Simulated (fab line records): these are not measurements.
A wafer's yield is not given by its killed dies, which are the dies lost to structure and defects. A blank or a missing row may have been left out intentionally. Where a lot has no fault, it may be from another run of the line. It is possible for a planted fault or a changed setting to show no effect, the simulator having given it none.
Which of the tools did it? ; flow berkeley cmos170 ; 11 lots with 33 wafers sampled at 6 steps, on a route of 331 steps

== WHAT THE GAUGES READ, wafer by wafer ==
UCB170_PWELL_OVL_MEAS_13.
lot;measured;on;PWELL_OVL (nm)
L303;day 3 10:49;overlay-02;-3 -5 10
L304;day 3 17:52;overlay-02;7 -1 -1
L306;day 4 00:41;overlay-02;1 -2 -11
L305;day 4 00:55;overlay-01;0 0 0
L308;day 4 09:17;overlay-02;-7 5 -3
L307;day 4 09:32;overlay-02;-7 -1 -3
L309;day 4 09:41;overlay-01;6 6 5
L310;day 4 23:50;overlay-02;-8 -5 0
L311;day 5 00:04;overlay-02;1 2 0
L315;day 5 20:18;overlay-01;-5 -4 3
L316;day 5 20:35;overlay-01;6 -3 6

UCB170_ACTIVE_THK_MEAS_06.
lot;measured;on;ACTIVE_NITRIDE_THK (nm)
L303;day 4 19:44;film metro-04;222.9 221.7 224.7
L304;day 5 04:13;film metro-04;217.3 220.9 216.5
L306;day 5 09:19;film metro-04;222.9 222.7 224.3
L305;day 5 09:18;film metro-02;221.5 221.1 224.5
L308;day 5 17:09;film metro-02;222.2 222.3 223.2
L307;day 5 17:05;film metro-04;218.0 221.6 220.8
L309;day 5 17:05;film metro-03;217.6 216.6 215.6
L310;day 6 17:33;film metro-02;219.0 218.0 219.8
L311;day 6 17:32;film metro-03;220.9 222.2 222.7
L315;day 7 12:26;film metro-03;217.1 219.7 217.7
L316;day 7 12:26;film metro-04;222.0 222.9 221.4

UCB170_ACTIVE_OVL_MEAS_14.
lot;measured;on;ACTIVE_OVL (nm)
L303;day 4 20:55;overlay-02;1 0 -8
L304;day 5 05:26;overlay-02;0 -8 -6
L306;day 5 11:25;overlay-02;7 9 13
L305;day 5 11:08;overlay-02;-3 -2 -1
L308;day 5 19:10;overlay-02;0 10 5
L307;day 5 18:43;overlay-01;0 8 -4
L309;day 5 18:27;overlay-02;4 8 4
L310;day 6 18:48;overlay-02;5 -1 -13
L311;day 6 18:33;overlay-01;-5 7 -11
L315;day 7 14:14;overlay-01;5 -2 2
L316;day 7 14:31;overlay-01;-1 1 -1

UCB170_FIELD_THK_MEAS_90.
lot;measured;on;FIELD_OXIDE_LEFT_1_THK (nm)
L303;day 5 15:29;film metro-01;455 461 456
L304;day 5 22:41;film metro-04;420 433 432
L306;day 6 14:53;film metro-02;450 453 448
L305;day 6 14:53;film metro-04;435 434 428
L308;day 6 23:04;film metro-02;431 436 443
L307;day 6 23:02;film metro-01;452 461 461
L309;day 6 23:02;film metro-04;448 451 438
L310;day 7 11:57;film metro-01;451 451 449
L311;day 7 11:56;film metro-04;449 454 454
L315;day 8 07:49;film metro-02;409 397 400
L316;day 8 07:49;film metro-04;421 411 427

UCB170_FIELD_THK_MEAS_91.
lot;measured;on;FIELD_OXIDE_LEFT_2_THK (nm)
L303;day 6 22:42;film metro-02;367 373 368
L304;day 7 06:28;film metro-02;331 345 344
L306;day 7 14:55;film metro-04;361 364 359
L305;day 7 14:11;film metro-01;346 345 338
L308;day 8 01:38;film metro-04;342 347 354
L307;day 8 01:40;film metro-02;364 372 372
L309;day 8 01:23;film metro-04;359 361 349
L310;day 8 10:18;film metro-04;363 364 362
L311;day 8 10:07;film metro-04;361 366 366
L315;day 9 09:13;film metro-02;319 308 311
L316;day 9 08:41;film metro-01;333 322 339

== EACH LOT AND THE TOOL THAT RAN IT (in order: tool; ch and the chambers of the sampled wafers; start) ==
lot;UCB170_FIELD_WET_ETCH_05
L303;wet bench-01 ch 3, day 5 11:58
L304;wet bench-04 ch 1, day 5 18:49
L306;wet bench-01 ch 2, day 6 11:22
L305;wet bench-01 ch 2, day 6 11:22
L308;wet bench-01 ch 0, day 6 19:31
L307;wet bench-01 ch 3, day 6 19:31
L309;wet bench-01 ch 2, day 6 19:31
L310;wet bench-01 ch 1, day 7 08:02
L311;wet bench-01 ch 3, day 7 08:02
L315;wet bench-01 ch 3, day 8 04:17
L316;wet bench-01 ch 3, day 8 04:17
- UCB170_FIELD_WET_ETCH_05: etches Si3N4 in H3PO4, time 12600 s.

== WHAT THE TOOLS THEMSELVES READ (means of the sampled wafers that have a number; where no wafer has one, the mark that the record gives instead) ==
UCB170_FIELD_WET_ETCH_05.
lot;tool;bath guard temp C (C);run length s (s)
L303;wet bench-01;160.1;12627
L304;wet bench-04;160.3;12634
L306;wet bench-01;159.1;12626
L305;wet bench-01;159.1;12624
L308;wet bench-01;160.2;12625
L307;wet bench-01;160.3;12627
L309;wet bench-01;159.1;12625
L310;wet bench-01;159.1;12627
L311;wet bench-01;160.3;12626
L315;wet bench-01;160.4;25228
L316;wet bench-01;160.1;25226

== THE ANSWER, worked out from the rows above alone ==
Rule: the lots themselves supply what counts as usual. The widest of any qualifying gaps counts: lots, ordered by their means at a reading, are off when they make up no more than a third of the lots, leave a main group of 4 or more, and stand apart from it by 3 or more times the standard deviation of that group's means. A main group is skipped when, at the precision printed for the reading in the tables above, its means are all equal. Also off: a lot with no number at a reading for which 4 or more lots have one. All remaining lots with rows at the step are treated as sound. First the gauges in route order, then the tools' own readings, where a lot's mean is used as printed above. At the first step where some lot is off, the reading lying furthest off is the one used; lots without a number count as furthest.
Off: L315, L316, at UCB170_FIELD_WET_ETCH_05 (run length s). The main group has a mean of 12627 s with a standard deviation of 2.7.
A tool fits if, at that step or a process step before it, it ran every lot that is off, and no sound lot after the first of them. One fits: wet bench-01 at UCB170_FIELD_WET_ETCH_05. Its last sound lot is L310 (day 7 08:02), its first lot that is off L315 (day 8 04:17): a fault that began between those two fits.
The tool's own readings at UCB170_FIELD_WET_ETCH_05 bear it out: on the lots that are off they differ by more than 5 times the standard deviation of the sound lots' means. run length s reads 25227 s there against 12627 s on the sound lots.

== WHAT HAD BEEN PUT IN BY THE SIMULATOR ==
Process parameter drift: wet bench-01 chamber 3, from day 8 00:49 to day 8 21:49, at UCB170_FIELD_WET_ETCH_05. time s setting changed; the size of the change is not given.
Shown lots that were struck: L315, L316. Same finding as the rule above.
